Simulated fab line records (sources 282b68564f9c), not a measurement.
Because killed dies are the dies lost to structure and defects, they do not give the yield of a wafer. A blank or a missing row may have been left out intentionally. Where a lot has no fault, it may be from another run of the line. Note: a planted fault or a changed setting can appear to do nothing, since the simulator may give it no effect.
Which tool is to blame? + flow ritCmos + 13 lots with 39 wafers sampled at 5 steps, on a route of 202 steps

## WHAT THE GAUGES READ, wafer by wafer
RIT_WELLDRIVE_RS_MEAS_02: measurement is done with a four-point probe. Usual: PWELL_RS gives 426.9 ohm/sq (standard deviation 1.4).
| lot  | measured    | on           | PWELL_RS (ohm/sq) | flag |
|------|-------------|--------------|-------------------|------|
| L224 | day 2 09:34 | filmMetro-04 | 424.6 424.3 424.3 |      |
| L226 | day 2 15:06 | filmMetro-03 | 426.8 426.6 427.0 |      |
| L228 | day 3 03:52 | filmMetro-03 | 427.6 427.8 427.2 |      |
| L230 | day 3 11:27 | filmMetro-02 | 428.0 428.9 428.6 |      |
| L231 | day 3 18:13 | filmMetro-04 | 426.5 426.4 426.0 |      |
| L232 | day 3 22:38 | filmMetro-02 | 425.5 425.3 425.6 |      |
| L234 | day 4 12:59 | filmMetro-02 | 427.0 428.3 429.5 |      |
| L235 | day 4 16:30 | filmMetro-03 | 427.3 426.8 428.3 |      |
| L236 | day 4 18:01 | filmMetro-04 | 425.1 425.3 424.8 |      |
| L237 | day 5 00:00 | filmMetro-04 | 427.5 426.8 427.7 |      |
| L238 | day 5 05:06 | filmMetro-02 | 424.9 425.1 425.1 |      |
| L246 | day 6 20:08 | filmMetro-04 | 429.1 429.4 428.7 |      |
| L247 | day 7 02:16 | filmMetro-03 | 427.9 426.1 427.3 |      |

RIT_NRETRO_OVL_MEAS_06. Usual: NRETRO_OVL gives 1.2 nm (standard deviation 1.1).
| lot  | measured    | on         | NRETRO_OVL (nm) | flag |
|------|-------------|------------|-----------------|------|
| L224 | day 2 10:41 | overlay-02 | 1.2 3.6 3.1     |      |
| L226 | day 2 16:22 | overlay-01 | 1.7 -0.3 0.6    |      |
| L228 | day 3 04:50 | overlay-02 | 0.5 0.3 3.3     |      |
| L230 | day 3 12:27 | overlay-01 | 0.6 1.5 0.7     |      |
| L231 | day 3 19:20 | overlay-01 | 0.8 0.1 0.3     |      |
| L232 | day 3 23:43 | overlay-01 | 1.2 0.7 1.1     |      |
| L234 | day 4 13:58 | overlay-01 | 1.3 -0.3 0.3    |      |
| L235 | day 4 17:37 | overlay-02 | 1.2 0.3 0.6     |      |
| L236 | day 4 19:01 | overlay-01 | 3.5 1.3 1.5     |      |
| L237 | day 5 01:08 | overlay-01 | - - -           | OFF  |
| L238 | day 5 06:10 | overlay-01 | 3.5 -1.6 2.0    |      |
| L246 | day 6 21:07 | overlay-01 | 0.3 2.0 0.3     |      |
| L247 | day 7 03:16 | overlay-01 | -0.4 -0.5 2.3   |      |

RIT_NRETRO_TW_MEAS_10. Usual: NRETRO_TW gives 1049 (standard deviation 9.4).
| lot  | measured    | on           | NRETRO_TW      | flag |
|------|-------------|--------------|----------------|------|
| L224 | day 2 11:17 | filmMetro-01 | 1044 1042 1042 |      |
| L226 | day 2 16:59 | filmMetro-01 | 1036 1043 1042 |      |
| L228 | day 3 05:27 | filmMetro-01 | 1044 1044 1044 |      |
| L230 | day 3 13:04 | filmMetro-02 | 1059 1054 1063 |      |
| L231 | day 3 20:07 | filmMetro-01 | 1040 1044 1046 |      |
| L232 | day 4 00:20 | filmMetro-01 | 1039 1040 1034 |      |
| L234 | day 4 14:35 | filmMetro-03 | 1044 1044 1045 |      |
| L235 | day 4 18:14 | filmMetro-03 | 1052 1047 1055 |      |
| L236 | day 4 19:37 | filmMetro-03 | 1037 1044 1044 |      |
| L237 | day 5 01:45 | filmMetro-03 | 30 30 30       | OFF  |
| L238 | day 5 06:47 | filmMetro-01 | 1041 1040 1044 |      |
| L246 | day 6 21:44 | filmMetro-02 | 1065 1067 1067 |      |
| L247 | day 7 03:53 | filmMetro-01 | 1041 1039 1046 |      |

RIT_PRETRO_TW_MEAS_10. Usual: PRETRO_TW gives 477 (standard deviation 3.8).
| lot  | measured    | on           | PRETRO_TW      | flag |
|------|-------------|--------------|----------------|------|
| L224 | day 2 12:50 | filmMetro-02 | 479 477 478    |      |
| L226 | day 2 18:34 | filmMetro-01 | 470 471 472    |      |
| L228 | day 3 07:07 | filmMetro-01 | 474 472 473    |      |
| L230 | day 3 14:37 | filmMetro-04 | 481 479 475    |      |
| L231 | day 3 21:40 | filmMetro-01 | 469 471 470    |      |
| L232 | day 4 01:53 | filmMetro-04 | 481 483 482    |      |
| L234 | day 4 16:16 | filmMetro-04 | 481 482 480    |      |
| L235 | day 4 19:53 | filmMetro-04 | 483 484 483    |      |
| L236 | day 4 21:18 | filmMetro-01 | 468 467 471    |      |
| L237 | day 5 03:18 | filmMetro-04 | 1078 1079 1081 | OFF  |
| L238 | day 5 08:28 | filmMetro-04 | 476 477 476    |      |
| L246 | day 6 23:20 | filmMetro-02 | 481 482 479    |      |
| L247 | day 7 05:26 | filmMetro-02 | 477 478 481    |      |

## TOOL THAT RAN EACH LOT (tool first, then ch and the chambers of the sampled wafers, then the start)
| lot  | RIT_NRETRO_EXPOSE_03              |
|------|-----------------------------------|
| L224 | ilineStepper-02 ch 0, day 2 10:15 |
| L226 | ilineStepper-02 ch 0, day 2 15:51 |
| L228 | ilineStepper-01 ch 0, day 3 04:26 |
| L230 | ilineStepper-02 ch 0, day 3 12:01 |
| L231 | ilineStepper-01 ch 0, day 3 18:55 |
| L232 | ilineStepper-02 ch 0, day 3 23:19 |
| L234 | ilineStepper-02 ch 0, day 4 13:33 |
| L235 | ilineStepper-01 ch 0, day 4 17:11 |
| L236 | ilineStepper-01 ch 0, day 4 18:35 |
| L237 | ilineStepper-01 ch 0, day 5 00:34 |
| L238 | ilineStepper-01 ch 0, day 5 05:40 |
| L246 | ilineStepper-02 ch 0, day 6 20:42 |
| L247 | ilineStepper-02 ch 0, day 7 02:50 |
- RIT_NRETRO_EXPOSE_03: exposes mask M4, target cd 43900 nm.

## AS READ BY THE TOOLS THEMSELVES (means over the sampled wafers that have a number; for cases with no such wafer, the mark the record gives instead)
RIT_NRETRO_EXPOSE_03. Usual: exposureDoseMJCm2 reads 250.02 (standard deviation 0.22).
| lot  | tool            | exposureDoseMJCm2 | flag |
|------|-----------------|-------------------|------|
| L224 | ilineStepper-02 | 249.94            |      |
| L226 | ilineStepper-02 | 250.06            |      |
| L228 | ilineStepper-01 | 249.99            |      |
| L230 | ilineStepper-02 | 249.96            |      |
| L231 | ilineStepper-01 | 249.85            |      |
| L232 | ilineStepper-02 | 250.11            |      |
| L234 | ilineStepper-02 | 250.15            |      |
| L235 | ilineStepper-01 | 249.97            |      |
| L236 | ilineStepper-01 | 250.23            |      |
| L237 | ilineStepper-01 | 249.79            |      |
| L238 | ilineStepper-01 | 249.98            |      |
| L246 | ilineStepper-02 | 250.12            |      |
| L247 | ilineStepper-02 | 250.08            |      |

## THE ANSWER, worked out from the rows above alone
Rule: take the mean of a lot's wafers that have a number; if it is more than 3 standard deviations from the usual mean, the lot is off. Also off: a lot with no number at a reading for which 4 or more lots have one. Where the step has rows for the other lots, those lots are counted as sound. First the gauges in route order, then the tools' own readings, where a lot's mean is used as printed above. The first step at which some lot is off is used, and at that step the reading that is off furthest; a lot without a number counts as furthest.
Off: L237, at RIT_NRETRO_OVL_MEAS_06 (NRETRO_OVL). Without a number there: L237.
A tool fits if, at a process step before that reading, it ran every lot that is off, and no sound lot after the first of them. The gauges at RIT_NRETRO_OVL_MEAS_06 aren't tried: what is off there is off at RIT_NRETRO_TW_MEAS_10 too, on other tools, and a gauge's error can't cause that. No candidate that was tried fits.

## WHAT HAD BEEN PUT IN BY THE SIMULATOR
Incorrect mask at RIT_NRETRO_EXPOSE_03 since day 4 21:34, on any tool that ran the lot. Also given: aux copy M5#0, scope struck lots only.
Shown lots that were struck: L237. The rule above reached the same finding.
